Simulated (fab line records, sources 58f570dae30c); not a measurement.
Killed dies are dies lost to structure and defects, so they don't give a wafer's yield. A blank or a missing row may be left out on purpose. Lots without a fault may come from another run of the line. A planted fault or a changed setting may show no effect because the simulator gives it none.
Chamber matching | flow berkeley_cmos170 | UCB170_V1_CMP_02 on cmp-02: 4 sister chambers
The step polishes SiO2. 8 wafers are shown with their chamber, then 8 later ones without.

WAFERS WITH THEIR CHAMBER
wafer  | chamber | motor_current_A (A) | slurry_flow_ml_min
L373.4 | 1       | 15.2                | 149.4
L375.2 | 0       | 15.9                | 150.5
L375.3 | 3       | 17.9                | 150.3
L375.5 | 3       | 18.3                | 150.0
L377.1 | 1       | 14.7                | 150.6
L377.2 | 2       | 16.4                | 149.9
L377.5 | 2       | 15.8                | 149.8
L378.1 | 0       | 15.8                | 149.8

WAFERS WITHOUT THEIR CHAMBER
wafer  | motor_current_A (A) | slurry_flow_ml_min
L378.2 | 18.8                | 148.8
L378.4 | 16.5                | 149.5
L383.2 | 15.2                | 150.2
L383.3 | 18.7                | 150.3
L383.5 | 19.8                | 150.1
L386.1 | 15.2                | 150.2
L386.2 | 14.9                | 149.7
L386.4 | 19.3                | 149.8

WHICH CHAMBER EACH WENT THROUGH
wafer  | from the rows above     | in truth
L378.2 | 3                       | 3
L378.4 | can't be placed: 2 or 0 | 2
L383.2 | can't be placed: 1 or 0 | 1
L383.3 | 3                       | 3
L383.5 | 3                       | 3
L386.1 | can't be placed: 1 or 0 | 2
L386.2 | 1                       | 1
L386.4 | 3                       | 3
Placed correctly: 5 of 8. Can't be placed from these rows: 3 (the true chamber is among the candidates in 2). Placed wrongly: 0.
How it was worked out, from the rows above alone: a wafer's distance from a chamber is the root of the sum, over the readings, of the square of ((its reading less the chamber's mean) divided by the reading's scatter). The wafer belongs to the nearest chamber; if the next one is less than 2 further off, it can't be placed. A chamber's mean is the mean of its shown wafers. The scatter: the root of (the sum of the squares of (reading less its chamber's mean) over the shown wafers, divided by (wafers less chambers)).
